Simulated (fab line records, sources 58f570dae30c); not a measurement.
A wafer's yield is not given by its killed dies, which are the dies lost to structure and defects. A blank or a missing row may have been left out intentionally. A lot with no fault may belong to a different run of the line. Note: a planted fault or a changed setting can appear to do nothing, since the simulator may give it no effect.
Which tool did it? :: flow berkeley-cmos170 :: 42 wafers from 14 lots sampled at 5 of the route's 331 steps

## WHAT EACH GAUGE READ, for each wafer
UCB170_SACOX_THK_MEAS_02. Usual: for SACOX_OXIDE_THK the level is 14.35 nm and the standard deviation is 0.25.
lot: L582
measured: day 5 14:03
on: film-metro-03
SACOX_OXIDE_THK (nm): 14.25 14.45 14.18
flag: 

lot: L585
measured: day 6 14:11
on: film-metro-01
SACOX_OXIDE_THK (nm): 14.42 14.24 14.34
flag: 

lot: L588
measured: day 6 19:47
on: film-metro-04
SACOX_OXIDE_THK (nm): 14.51 14.22 14.43
flag: 

lot: L587
measured: day 6 19:49
on: film-metro-01
SACOX_OXIDE_THK (nm): 13.92 13.83 14.19
flag: 

lot: L586
measured: day 6 19:47
on: film-metro-03
SACOX_OXIDE_THK (nm): 14.31 14.56 14.28
flag: 

lot: L589
measured: day 7 08:22
on: film-metro-03
SACOX_OXIDE_THK (nm): 14.34 14.23 14.46
flag: 

lot: L590
measured: day 7 08:21
on: film-metro-01
SACOX_OXIDE_THK (nm): 14.42 14.51 14.19
flag: 

lot: L591
measured: day 7 19:49
on: film-metro-03
SACOX_OXIDE_THK (nm): 14.44 14.25 14.22
flag: 

lot: L595
measured: day 8 20:58
on: film-metro-01
SACOX_OXIDE_THK (nm): 14.70 14.65 14.61
flag: 

lot: L598
measured: day 9 13:09
on: film-metro-01
SACOX_OXIDE_THK (nm): 14.60 14.60 14.85
flag: 

lot: L600
measured: day 9 21:50
on: film-metro-03
SACOX_OXIDE_THK (nm): 14.55 14.69 14.57
flag: 

lot: L601
measured: day 10 04:58
on: film-metro-03
SACOX_OXIDE_THK (nm): 14.22 14.27 14.31
flag: 

lot: L602
measured: day 10 16:53
on: film-metro-04
SACOX_OXIDE_THK (nm): 14.25 14.25 14.02
flag: 

lot: L605
measured: day 11 08:02
on: film-metro-04
SACOX_OXIDE_THK (nm): 14.29 14.46 14.03
flag: 

UCB170_M1_CD_MEAS_90 targets a cd of 700 nm. Usual: cd-nm reads 699.9 nm (standard deviation 1.9).
lot: L582
measured: day 8 01:38
on: cd-sem-02
cd-nm (nm): 696.8 697.8 698.0
flag: 

lot: L585
measured: day 9 05:23
on: cd-sem-01
cd-nm (nm): 704.0 700.5 702.3
flag: 

lot: L588
measured: day 9 09:59
on: cd-sem-02
cd-nm (nm): 696.6 697.1 699.6
flag: 

lot: L587
measured: day 9 09:43
on: cd-sem-02
cd-nm (nm): 699.9 699.0 700.6
flag: 

lot: L586
measured: day 9 12:08
on: cd-sem-02
cd-nm (nm): 700.0 701.0 700.4
flag: 

lot: L589
measured: day 9 20:28
on: cd-sem-01
cd-nm (nm): 700.8 702.3 700.6
flag: 

lot: L590
measured: day 9 20:53
on: cd-sem-01
cd-nm (nm): 700.6 699.4 702.7
flag: 

lot: L591
measured: day 10 12:03
on: cd-sem-01
cd-nm (nm): 694.5 694.9 698.2
flag: 

lot: L595
measured: day 11 09:04
on: cd-sem-01
cd-nm (nm): 697.9 697.0 698.7
flag: 

lot: L598
measured: day 12 08:50
on: cd-sem-01
cd-nm (nm): 717.4 716.3 703.9 717.4 716.0 704.1
flag: OFF

lot: L600
measured: day 12 13:59
on: cd-sem-01
cd-nm (nm): 698.4 702.4 702.5
flag: 

lot: L601
measured: day 13 06:32
on: cd-sem-01
cd-nm (nm): 717.4 699.7 714.3 717.1 699.9 714.0
flag: OFF

lot: L602
measured: day 13 06:50
on: cd-sem-02
cd-nm (nm): 700.3 700.2 699.6
flag: 

lot: L605
measured: day 13 23:30
on: cd-sem-01
cd-nm (nm): 698.9 701.6 700.6
flag: 

## WHAT TOOL EACH LOT RAN ON (gives the tool, then ch and the chambers of the sampled wafers, and finally the start)
lot: L582
UCB170_PWELL_STRIP_16: plasma-asher-02 ch 0,1, day 3 07:03
UCB170_CONTACT_STRIP_19: plasma-asher-03 ch 0,1, day 7 23:27
UCB170_M1_METAL_ETCH_12: rie-metal-04 ch 1, day 8 01:24

lot: L585
UCB170_PWELL_STRIP_16: plasma-asher-03 ch 0,1, day 4 02:53
UCB170_CONTACT_STRIP_19: plasma-asher-03 ch 0,1, day 9 03:17
UCB170_M1_METAL_ETCH_12: rie-metal-04 ch 0,1, day 9 05:10

lot: L588
UCB170_PWELL_STRIP_16: plasma-asher-04 ch 0,1, day 4 07:53
UCB170_CONTACT_STRIP_19: plasma-asher-03 ch 0,1, day 9 07:52
UCB170_M1_METAL_ETCH_12: rie-metal-04 ch 0,1, day 9 09:45

lot: L587
UCB170_PWELL_STRIP_16: plasma-asher-03 ch 0,1, day 4 07:59
UCB170_CONTACT_STRIP_19: plasma-asher-02 ch 0,1, day 9 07:25
UCB170_M1_METAL_ETCH_12: rie-metal-02 ch 0,1, day 9 09:29

lot: L586
UCB170_PWELL_STRIP_16: plasma-asher-02 ch 0,1, day 4 08:05
UCB170_CONTACT_STRIP_19: plasma-asher-01 ch 0,1, day 9 09:41
UCB170_M1_METAL_ETCH_12: rie-metal-03 ch 0,1, day 9 11:54

lot: L589
UCB170_PWELL_STRIP_16: plasma-asher-04 ch 0,1, day 4 19:56
UCB170_CONTACT_STRIP_19: plasma-asher-03 ch 0,1, day 9 18:25
UCB170_M1_METAL_ETCH_12: rie-metal-03 ch 0,1, day 9 20:13

lot: L590
UCB170_PWELL_STRIP_16: plasma-asher-02 ch 0,1, day 4 20:13
UCB170_CONTACT_STRIP_19: plasma-asher-02 ch 0,1, day 9 18:58
UCB170_M1_METAL_ETCH_12: rie-metal-04 ch 0,1, day 9 20:39

lot: L591
UCB170_PWELL_STRIP_16: plasma-asher-03 ch 0,1, day 5 06:16
UCB170_CONTACT_STRIP_19: plasma-asher-01 ch 0,1, day 10 09:49
UCB170_M1_METAL_ETCH_12: rie-metal-04 ch 0,1, day 10 11:48

lot: L595
UCB170_PWELL_STRIP_16: plasma-asher-04 ch 0,1, day 5 20:07
UCB170_CONTACT_STRIP_19: plasma-asher-01 ch 0,1, day 11 06:32
UCB170_M1_METAL_ETCH_12: rie-metal-04 ch 1, day 11 08:49

lot: L598
UCB170_PWELL_STRIP_16: plasma-asher-02 ch 0,1, day 6 15:25
UCB170_CONTACT_STRIP_19: plasma-asher-02 ch 0,1, day 12 06:46
UCB170_M1_METAL_ETCH_12: rie-metal-03 ch 0,1, day 12 08:35

lot: L600
UCB170_PWELL_STRIP_16: plasma-asher-04 ch 0,1, day 7 01:14
UCB170_CONTACT_STRIP_19: plasma-asher-02 ch 0,1, day 12 11:40
UCB170_M1_METAL_ETCH_12: rie-metal-02 ch 0,1, day 12 13:45

lot: L601
UCB170_PWELL_STRIP_16: plasma-asher-03 ch 0,1, day 7 10:07
UCB170_CONTACT_STRIP_19: plasma-asher-01 ch 0,1, day 13 02:53
UCB170_M1_METAL_ETCH_12: rie-metal-03 ch 0,1, day 13 06:10

lot: L602
UCB170_PWELL_STRIP_16: plasma-asher-02 ch 0,1, day 7 22:30
UCB170_CONTACT_STRIP_19: plasma-asher-03 ch 0,1, day 13 03:09
UCB170_M1_METAL_ETCH_12: rie-metal-04 ch 0,1, day 13 06:36

lot: L605
UCB170_PWELL_STRIP_16: plasma-asher-02 ch 0,1, day 8 11:42
UCB170_CONTACT_STRIP_19: plasma-asher-03 ch 1, day 13 21:34
UCB170_M1_METAL_ETCH_12: rie-metal-04 ch 0,1, day 13 23:15
- UCB170_PWELL_STRIP_16: strips in O2.
- UCB170_CONTACT_STRIP_19: strips in O2.
- UCB170_M1_METAL_ETCH_12: etches Al in Cl2/BCl3, stops on PSG, target depth 780 nm, time 130 s.

## WHAT THE TOOLS THEMSELVES READ (means of the sampled wafers that have a number; where no wafer has one, the mark that the record gives instead)
UCB170_PWELL_STRIP_16. Usual: drypump-motor-current-A 5.7 A, standard deviation 0.52; oes-product-au 0.721 a.u., standard deviation 0.0045; strip-time-to-endpoint-s 18.04 s, standard deviation 0.093.
lot: L582
tool: plasma-asher-02
drypump-motor-current-A (A): 5.3
oes-product-au (a.u.): 0.722
strip-time-to-endpoint-s (s): 18.00
flag: 

lot: L585
tool: plasma-asher-03
drypump-motor-current-A (A): 5.7
oes-product-au (a.u.): 0.724
strip-time-to-endpoint-s (s): 17.93
flag: 

lot: L588
tool: plasma-asher-04
drypump-motor-current-A (A): 5.7
oes-product-au (a.u.): 0.719
strip-time-to-endpoint-s (s): 18.00
flag: 

lot: L587
tool: plasma-asher-03
drypump-motor-current-A (A): 6.1
oes-product-au (a.u.): 0.720
strip-time-to-endpoint-s (s): 17.89
flag: 

lot: L586
tool: plasma-asher-02
drypump-motor-current-A (A): 5.2
oes-product-au (a.u.): 0.720
strip-time-to-endpoint-s (s): 18.02
flag: 

lot: L589
tool: plasma-asher-04
drypump-motor-current-A (A): 6.0
oes-product-au (a.u.): 0.724
strip-time-to-endpoint-s (s): 18.03
flag: 

lot: L590
tool: plasma-asher-02
drypump-motor-current-A (A): 5.3
oes-product-au (a.u.): 0.723
strip-time-to-endpoint-s (s): 18.01
flag: 

lot: L591
tool: plasma-asher-03
drypump-motor-current-A (A): 5.7
oes-product-au (a.u.): 0.719
strip-time-to-endpoint-s (s): 18.11
flag: 

lot: L595
tool: plasma-asher-04
drypump-motor-current-A (A): 6.0
oes-product-au (a.u.): 0.717
strip-time-to-endpoint-s (s): 18.21
flag: 

lot: L598
tool: plasma-asher-02
drypump-motor-current-A (A): 5.3
oes-product-au (a.u.): 0.726
strip-time-to-endpoint-s (s): 18.21
flag: 

lot: L600
tool: plasma-asher-04
drypump-motor-current-A (A): 5.7
oes-product-au (a.u.): 0.722
strip-time-to-endpoint-s (s): 18.22
flag: 

lot: L601
tool: plasma-asher-03
drypump-motor-current-A (A): 6.1
oes-product-au (a.u.): 0.717
strip-time-to-endpoint-s (s): 18.06
flag: 

lot: L602
tool: plasma-asher-02
drypump-motor-current-A (A): 5.3
oes-product-au (a.u.): 0.721
strip-time-to-endpoint-s (s): 18.02
flag: 

lot: L605
tool: plasma-asher-02
drypump-motor-current-A (A): 5.3
oes-product-au (a.u.): 0.717
strip-time-to-endpoint-s (s): 18.03
flag: 

UCB170_CONTACT_STRIP_19. Usual: drypump-motor-current-A 5.6 A, standard deviation 0.51; oes-product-au 0.725 a.u., standard deviation 0.0043.
lot: L582
tool: plasma-asher-03
drypump-motor-current-A (A): 6.1
oes-product-au (a.u.): 0.724
flag: 

lot: L585
tool: plasma-asher-03
drypump-motor-current-A (A): 6.1
oes-product-au (a.u.): 0.721
flag: 

lot: L588
tool: plasma-asher-03
drypump-motor-current-A (A): 5.7
oes-product-au (a.u.): 0.724
flag: 

lot: L587
tool: plasma-asher-02
drypump-motor-current-A (A): 5.2
oes-product-au (a.u.): 0.724
flag: 

lot: L586
tool: plasma-asher-01
drypump-motor-current-A (A): 5.5
oes-product-au (a.u.): 0.724
flag: 

lot: L589
tool: plasma-asher-03
drypump-motor-current-A (A): 6.1
oes-product-au (a.u.): 0.725
flag: 

lot: L590
tool: plasma-asher-02
drypump-motor-current-A (A): 5.2
oes-product-au (a.u.): 0.723
flag: 

lot: L591
tool: plasma-asher-01
drypump-motor-current-A (A): 5.5
oes-product-au (a.u.): 0.726
flag: 

lot: L595
tool: plasma-asher-01
drypump-motor-current-A (A): 5.5
oes-product-au (a.u.): 0.722
flag: 

lot: L598
tool: plasma-asher-02
drypump-motor-current-A (A): 5.2
oes-product-au (a.u.): 0.721
flag: 

lot: L600
tool: plasma-asher-02
drypump-motor-current-A (A): 5.3
oes-product-au (a.u.): 0.725
flag: 

lot: L601
tool: plasma-asher-01
drypump-motor-current-A (A): 5.5
oes-product-au (a.u.): 0.721
flag: 

lot: L602
tool: plasma-asher-03
drypump-motor-current-A (A): 6.1
oes-product-au (a.u.): 0.728
flag: 

lot: L605
tool: plasma-asher-03
drypump-motor-current-A (A): 5.3
oes-product-au (a.u.): 0.725
flag: 

UCB170_M1_METAL_ETCH_12. Usual: bcl3-flow-sccm 44.98 sccm, standard deviation 0.14; drypump-motor-current-A 5.8 A, standard deviation 0.3; oes-product-au 0.864 a.u., standard deviation 0.01; throttle-valve-pct 24.43 %, standard deviation 0.14.
lot: L582
tool: rie-metal-04
bcl3-flow-sccm (sccm): 44.77
drypump-motor-current-A (A): 6.1
oes-product-au (a.u.): 0.877
throttle-valve-pct (%): 24.45
flag: 

lot: L585
tool: rie-metal-04
bcl3-flow-sccm (sccm): 45.04
drypump-motor-current-A (A): 5.7
oes-product-au (a.u.): 0.858
throttle-valve-pct (%): 24.50
flag: 

lot: L588
tool: rie-metal-04
bcl3-flow-sccm (sccm): 45.09
drypump-motor-current-A (A): 5.7
oes-product-au (a.u.): 0.867
throttle-valve-pct (%): 24.49
flag: 

lot: L587
tool: rie-metal-02
bcl3-flow-sccm (sccm): 45.09
drypump-motor-current-A (A): 5.5
oes-product-au (a.u.): 0.854
throttle-valve-pct (%): 24.30
flag: 

lot: L586
tool: rie-metal-03
bcl3-flow-sccm (sccm): 45.06
drypump-motor-current-A (A): 6.2
oes-product-au (a.u.): 0.862
throttle-valve-pct (%): 24.42
flag: 

lot: L589
tool: rie-metal-03
bcl3-flow-sccm (sccm): 44.93
drypump-motor-current-A (A): 6.1
oes-product-au (a.u.): 0.863
throttle-valve-pct (%): 24.42
flag: 

lot: L590
tool: rie-metal-04
bcl3-flow-sccm (sccm): 45.06
drypump-motor-current-A (A): 5.9
oes-product-au (a.u.): 0.870
throttle-valve-pct (%): 24.47
flag: 

lot: L591
tool: rie-metal-04
bcl3-flow-sccm (sccm): 44.93
drypump-motor-current-A (A): 5.9
oes-product-au (a.u.): 0.868
throttle-valve-pct (%): 24.47
flag: 

lot: L595
tool: rie-metal-04
bcl3-flow-sccm (sccm): 45.03
drypump-motor-current-A (A): 6.1
oes-product-au (a.u.): 0.872
throttle-valve-pct (%): 24.45
flag: 

lot: L598
tool: rie-metal-03
bcl3-flow-sccm (sccm): 44.92
drypump-motor-current-A (A): 6.2
oes-product-au (a.u.): 0.753
throttle-valve-pct (%): 24.47
flag: OFF

lot: L600
tool: rie-metal-02
bcl3-flow-sccm (sccm): 45.08
drypump-motor-current-A (A): 5.5
oes-product-au (a.u.): 0.854
throttle-valve-pct (%): 24.30
flag: 

lot: L601
tool: rie-metal-03
bcl3-flow-sccm (sccm): 44.94
drypump-motor-current-A (A): 6.2
oes-product-au (a.u.): 0.750
throttle-valve-pct (%): 24.48
flag: OFF

lot: L602
tool: rie-metal-04
bcl3-flow-sccm (sccm): 44.86
drypump-motor-current-A (A): 5.9
oes-product-au (a.u.): 0.871
throttle-valve-pct (%): 24.47
flag: 

lot: L605
tool: rie-metal-04
bcl3-flow-sccm (sccm): 44.90
drypump-motor-current-A (A): 5.7
oes-product-au (a.u.): 0.862
throttle-valve-pct (%): 24.48
flag: 

## THE ANSWER, worked out from the rows above alone
Rule: take the mean of a lot's wafers that have a number; if it is more than 3 standard deviations from the usual mean, the lot is off. A lot without any number at a reading at which 4 lots or more have one is off too. All remaining lots with rows at the step are treated as sound. The gauges are gone through in route order, then the tools' own readings, and for those a lot's mean is taken as printed above. The first step at which some lot is off is used, and at that step the reading that is off furthest; a lot without a number counts as furthest.
Off: L598, L601 (UCB170_M1_CD_MEAS_90, cd-nm).
If a tool, at a process step before that reading, ran all the lots that are off and no sound lot after the first of them, it fits. Not tried: the gauges at UCB170_M1_CD_MEAS_90; whatever is off there is also off at UCB170_M1_METAL_ETCH_12, on other tools, and gauge error can't account for it. One candidate fits, namely rie-metal-03 at UCB170_M1_METAL_ETCH_12. Its last sound lot is L589 (day 9 20:13), its first lot that is off L598 (day 12 08:35): a fault that began between those two fits.
The tool's own readings at UCB170_M1_METAL_ETCH_12 bear it out: on the lots that are off they differ by more than 5 times the standard deviation of the sound lots' means. oes-product-au reads 0.752 a.u. there against 0.865 a.u. on the sound lots.

## WHAT THE SIMULATOR HAD PUT IN
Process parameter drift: rie-metal-03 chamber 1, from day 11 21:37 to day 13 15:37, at UCB170_M1_METAL_ETCH_12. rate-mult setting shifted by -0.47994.
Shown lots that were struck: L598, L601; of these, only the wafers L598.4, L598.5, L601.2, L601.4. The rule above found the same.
